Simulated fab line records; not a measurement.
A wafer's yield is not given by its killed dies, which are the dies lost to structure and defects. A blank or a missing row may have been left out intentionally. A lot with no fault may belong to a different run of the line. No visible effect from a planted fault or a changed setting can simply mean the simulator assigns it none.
A single fault, viewed from 2 desks / flow berkeley cmos170 / only its own numbers are on each desk; what lay behind them is given at the end

== AT THE TOOL OWNER'S DESK: implanter-01 ==
The tool's own readings at UCB170_PFIELD_IMPLANT_07, given as means over the sampled wafers that have a number, one for each lot that went through this tool. The brackets show how far a lot's mean lies from the usual mean; more than 4 standard deviations puts the lot out of limits, marked OUT.
Columns: A = dose ions cm2 at UCB170_PFIELD_IMPLANT_07, usual 2e+13; B = faraday current uA at UCB170_PFIELD_IMPLANT_07, usual 63.5
lot=L292; first seen here=day 4 21:17; A=2e+13; B=62.6
lot=L294; first seen here=day 5 07:36; A=2e+13; B=64.3
lot=L295; first seen here=day 5 08:02; A=2e+13; B=63.6
lot=L297; first seen here=day 5 18:55; A=2e+13; B=62.8
lot=L304; first seen here=day 7 09:07; A=1e+13 (-99 or more) OUT; B=46.5 (-11) OUT
lot=L305; first seen here=day 7 09:14; A=1e+13 (-99 or more) OUT; B=46.8 (-11) OUT
This desk finds L304, L305 out of limits, L304 being first, at day 7 09:07 (dose ions cm2 at UCB170_PFIELD_IMPLANT_07). In limits: L292, L294, L295, L297.

== FROM THE METROLOGY DESK ==
Means of the sampled wafers that have a number, per lot and without regard to the tool the lot ran on: this is what the gauges read. The brackets show how far a lot's mean lies from the usual mean; more than 4 standard deviations puts the lot out of limits, marked OUT.
Columns: A = PFIELD_TW at UCB170_PFIELD_TW_MEAS_09, usual 605
lot=L292; first seen here=day 4 21:32; A=615
lot=L294; first seen here=day 5 07:49; A=593
lot=L293; first seen here=day 5 08:03; A=612
lot=L295; first seen here=day 5 08:17; A=592
lot=L297; first seen here=day 5 19:10; A=600
lot=L296; first seen here=day 5 19:19; A=614
lot=L299; first seen here=day 6 06:11; A=603
lot=L304; first seen here=day 7 09:21; A=549 (-7.6) OUT
lot=L305; first seen here=day 7 09:29; A=554 (-7.0) OUT
lot=L306; first seen here=day 7 22:37; A=606
lot=L309; first seen here=day 8 15:14; A=595
lot=L312; first seen here=day 9 16:19; A=602
lot=L313; first seen here=day 10 00:58; A=604
lot=L315; first seen here=day 10 01:28; A=610
This desk reports L304, L305 out of limits; the earliest was L304 at day 7 09:21 (PFIELD_TW at UCB170_PFIELD_TW_MEAS_09). In limits: L292, L294, L293, L295, L297, L296, L299, L306, L309, L312, L313, L315.

== PUT TOGETHER ==
The tool owner's desk could have raised an alarm at day 7 09:07, on L304, L305.
The metrology desk could have raised an alarm at day 7 09:21, on L304, L305.
Every lot named ran UCB170_PFIELD_IMPLANT_07 on implanter-01.

== WHAT THE SIMULATOR HAD PUT IN ==
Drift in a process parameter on implanter-01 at UCB170_PFIELD_IMPLANT_07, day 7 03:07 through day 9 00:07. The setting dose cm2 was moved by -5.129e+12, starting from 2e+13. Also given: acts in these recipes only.
Lots struck among those shown: L304, L305.
Hours from the fault's start to each desk's first reading out of limits: the tool owner's desk, 6; the metrology desk, 6.
